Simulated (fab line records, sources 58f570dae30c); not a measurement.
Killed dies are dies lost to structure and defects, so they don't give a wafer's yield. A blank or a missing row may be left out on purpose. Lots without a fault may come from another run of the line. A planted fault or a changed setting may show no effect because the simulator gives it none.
Lot-split experiment -- flow berkeleyCmos170 -- 23 wafers read from 5 lots, route of 331 steps

THE SPLIT
At UCB170_M3_METAL_ETCH_18 (etches Al in Cl2/BCl3, stops on SiO2, target depth 1170 nm, time 195 s), the setting timeS was moved away from the recipe's 195 s on 5 of the 23 wafers read, by -10.8% to -8.5%. All remaining wafers had this setting at the recipe value.

Between the split and the reading, the file records no step.

THE READING
oesProductAu, in a.u., at UCB170_M3_STRIP_19 (strips in O2). On this fab line, fault-free wafers typically give 0.546 a.u. with a standard deviation of 0.0078 a.u.

wafer,"tool, chamber at the split","timeS as run, s",against the recipe,"oesProductAu, a.u.",against lot-mates on the recipe
L074.2,"rieMetal-04, 1",195,recipe,0.499,-
L074.3,"rieMetal-04, 1",195,recipe,0.495,-
L074.4,"rieMetal-04, 0",195,recipe,0.532,-
L074.5,"rieMetal-04, 0",195,recipe,0.544,-
L074.6,"rieMetal-04, 1",195,recipe,0.496,-
L076.1,"rieMetal-03, 0",195,recipe,0.535,-
L076.2,"rieMetal-03, 1",195,recipe,0.555,-
L076.3,"rieMetal-03, 0",174,-10.8%,0.611,+0.065
L076.4,"rieMetal-03, 1",195,recipe,0.549,-
L076.6,"rieMetal-03, 1",174,-10.8%,0.618,+0.072
L078.3,"rieMetal-02, 1",195,recipe,0.537,-
L078.4,"rieMetal-02, 0",195,recipe,0.547,-
L078.6,"rieMetal-02, 1",195,recipe,0.550,-
L080.1,"rieMetal-03, 0",178.5,-8.5%,0.632,+0.075
L080.2,"rieMetal-03, 1",178.5,-8.5%,0.619,+0.062
L080.4,"rieMetal-03, 0",195,recipe,0.563,-
L080.5,"rieMetal-03, 0",178.5,-8.5%,0.628,+0.071
L080.6,"rieMetal-03, 1",195,recipe,0.551,-
L084.1,"rieMetal-04, 1",195,recipe,0.574,-
L084.2,"rieMetal-04, 0",195,recipe,0.550,-
L084.3,"rieMetal-04, 0",195,recipe,0.580,-
L084.5,"rieMetal-04, 0",195,recipe,0.556,-
L084.6,"rieMetal-04, 1",195,recipe,0.545,-

FIT RESULTS
A straight line over all 23 wafers: oesProductAu changes by -0.00822 a.u. for each +1% of timeS; r = -0.82; the points scatter about the line by 0.023 a.u.
The same after taking each lot's own level away (the mean of its wafers on the recipe; 23 wafers): -0.0072 a.u. for each +1%; r = -0.91; scatter 0.014 a.u.
Per that fit: largest timeS move, reading shift of 0.077 a.u.
The span of the lots' own levels, 0.5132 to 0.5610 a.u., comes to 6.1 times the standard deviation stated above.
So the slope is not independent of the lot-to-lot level: the two fits are not the same.
Check: +0.0824 a.u. against its lot-mates is what the line predicts for one of the wafers moved furthest among these (-10.8%) when that wafer is left out of the fit. It came out at +0.0647 a.u. against them.
Tool readings at the split's step, against how far the setting was moved: oesProductAu r = -0.64.

ADDITIONAL SPLITS CARRIED BY THESE WAFERS
Before the reading, these wafers also passed through other splits. Each is held against what the fit with the lots' levels taken away leaves over:
other split on the same wafers,wafers away from the commonest value,r with oesProductAu (lot level and that fit taken away)
UCB170_V2_ETCH_14 timeS,3,-0.30
UCB170_M3_COAT_10 resistThkNm,8,+0.63

THE WHOLE CHAIN: every reading that the file lists as answering this split, in the file's order
step,what it does,reading,change (the file's fit),r (the file's)
UCB170_M3_METAL_ETCH_18,"etches Al in Cl2/BCl3, stops on SiO2, target depth 1170 nm, time 195 s",oesProductAu,-0.00491 a.u. for each +1% of the setting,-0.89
UCB170_M3_METAL_ETCH_18,"etches Al in Cl2/BCl3, stops on SiO2, target depth 1170 nm, time 195 s","KrF_of_M3_COAT_10.thkNm (the simulator's own value, which no gauge read)",-6.89 nm for each +1% of the setting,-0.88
UCB170_M3_METAL_ETCH_18,"etches Al in Cl2/BCl3, stops on SiO2, target depth 1170 nm, time 195 s","SiO2_of_V2_CVD_00.thkNm (the simulator's own value, which no gauge read)",-0.564 nm for each +1% of the setting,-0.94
UCB170_M3_STRIP_19,strips in O2,oesProductAu,-0.00703 a.u. for each +1% of the setting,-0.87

THE FILE'S OWN FIT
oesProductAu changes by -0.00703 a.u. for each +1% of timeS, r = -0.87.
